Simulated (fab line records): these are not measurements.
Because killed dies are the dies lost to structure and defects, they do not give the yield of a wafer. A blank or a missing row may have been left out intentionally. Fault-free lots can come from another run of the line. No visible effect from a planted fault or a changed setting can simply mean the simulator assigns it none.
The tool behind it: which one? + flow berkeleyCmos170 + route of 331 steps, sampled at 1 step: 15 lots, 45 wafers

== WHAT THE GAUGES SHOWED, per wafer ==
UCB170_PVT_OVL_MEAS_06. Usual: PVT_OVL gives 4 nm (standard deviation 5.1).
| lot  | measured     | on         | PVT_OVL (nm) | flag |
|------|--------------|------------|--------------|------|
| L639 | day 6 23:30  | overlay-01 | 8 6 0        |      |
| L637 | day 6 23:47  | overlay-01 | 0 -4 -1      |      |
| L638 | day 6 23:53  | overlay-02 | 8 8 6        |      |
| L640 | day 7 00:20  | overlay-02 | -4 1 0       |      |
| L642 | day 8 04:52  | overlay-01 | 4 8 0        |      |
| L643 | day 8 05:20  | overlay-01 | 5 12 8       |      |
| L649 | day 9 18:41  | overlay-01 | 0 -3 -3      |      |
| L652 | day 10 00:20 | overlay-01 | 10 6 11      |      |
| L653 | day 10 00:29 | overlay-02 | 10 13 9      |      |
| L654 | day 10 13:14 | overlay-02 | 10 -7 5      |      |
| L655 | day 10 13:44 | overlay-01 | -4 0 2       |      |
| L657 | day 11 09:34 | overlay-02 | 5 6 3        |      |
| L660 | day 11 10:16 | overlay-01 | -3 4 -3      |      |
| L659 | day 11 10:22 | overlay-01 | 7 12 3       |      |
| L656 | day 11 10:34 | overlay-01 | 7 5 11       |      |

== TOOL THAT RAN EACH LOT (tool first, then ch and the chambers of the sampled wafers, then the start) ==
There is no process step in the record ahead of these readings.

== WHAT THE TOOLS THEMSELVES READ (means of the sampled wafers that have a number; where no wafer has one, the mark that the record gives instead) ==
The record holds no such reading with a usual standard deviation.

== THE ANSWER, worked out from the rows above alone ==
Rule: take the mean of a lot's wafers that have a number; if it is more than 3 standard deviations from the usual mean, the lot is off. A lot without any number at a reading at which 4 lots or more have one is off too. All remaining lots with rows at the step are treated as sound. Order of review: gauges by route order, followed by the tools' own readings, for which a lot's mean as printed above is used. The first step at which some lot is off is used, and at that step the reading that is off furthest; a lot without a number counts as furthest.
Nothing can be told from this: no lot is off at any reading shown.

== WHAT THE SIMULATOR HAD INSERTED ==
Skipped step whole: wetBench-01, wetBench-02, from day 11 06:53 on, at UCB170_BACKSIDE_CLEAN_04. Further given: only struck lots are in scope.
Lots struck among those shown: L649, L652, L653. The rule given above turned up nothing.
